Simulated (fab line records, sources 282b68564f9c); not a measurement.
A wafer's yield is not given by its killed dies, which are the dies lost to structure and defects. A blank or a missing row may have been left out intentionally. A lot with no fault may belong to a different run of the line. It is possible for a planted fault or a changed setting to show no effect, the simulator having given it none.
One fault through the eyes of 2 desks | flow rit cmos | only its own numbers are on each desk; what lay behind them is given at the end

== FOR THE TOOL OWNER'S DESK: implanter-03 ==
RIT_NRETRO_IMPLANT_08, tool's own readings: per-lot mean of the sampled wafers with a number, covering each lot this tool ran. The brackets show how far a lot's mean lies from the usual mean; more than 4 standard deviations puts the lot out of limits, marked OUT.
Columns: A = beam energy keV at RIT_NRETRO_IMPLANT_08, usual 69.994
lot  | first seen here | A
L274 | day 3 02:17     | 69.986
L277 | day 3 20:47     | 79.085 (+99 or more) OUT
L283 | day 5 01:08     | 79.102 (+99 or more) OUT
This desk's finding: out of limits on L277, L283; first on L277, day 3 20:47 (beam energy keV at RIT_NRETRO_IMPLANT_08). L274: within limits.

== AT THE METROLOGY DESK ==
What the gauges read, lot by lot, whatever tool the lot ran on: means of the sampled wafers that have a number. The brackets show how far a lot's mean lies from the usual mean; more than 4 standard deviations puts the lot out of limits, marked OUT.
Columns: A = NRETRO_TW at RIT_NRETRO_TW_MEAS_10, usual 1054
lot  | first seen here | A
L270 | day 2 07:09     | 1054
L271 | day 2 11:25     | 1055
L272 | day 2 16:28     | 1059
L273 | day 2 23:12     | 1042
L274 | day 3 02:35     | 1062
L275 | day 3 07:35     | 1039
L277 | day 3 21:05     | 1091 (+4.8) OUT
L283 | day 5 01:26     | 1086 (+4.1) OUT
L287 | day 5 19:46     | 1053
L288 | day 6 01:59     | 1046
L290 | day 6 09:26     | 1063
L291 | day 6 15:23     | 1043
L292 | day 6 21:41     | 1060
Finding of this desk: L277, L283 out of limits, first seen on L277 at day 3 21:05 (NRETRO_TW at RIT_NRETRO_TW_MEAS_10). L270, L271, L272, L273, L274, L275, L287, L288, L290, L291, L292: within limits.

== TAKEN TOGETHER ==
An alarm could have come from the tool owner's desk at day 3 20:47, on L277, L283.
On L277, L283, the metrology desk was in a position to raise an alarm at day 3 21:05.
Every lot named ran RIT_NRETRO_IMPLANT_08 on implanter-03.

== WHAT WAS PUT IN BY THE SIMULATOR ==
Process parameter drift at RIT_NRETRO_IMPLANT_08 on implanter-03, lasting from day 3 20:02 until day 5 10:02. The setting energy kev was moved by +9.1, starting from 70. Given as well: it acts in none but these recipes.
Lots struck among those shown: L277, L283.
Time in hours from fault onset to the first out-of-limits reading at each desk: tool owner's desk 1, metrology desk 1.
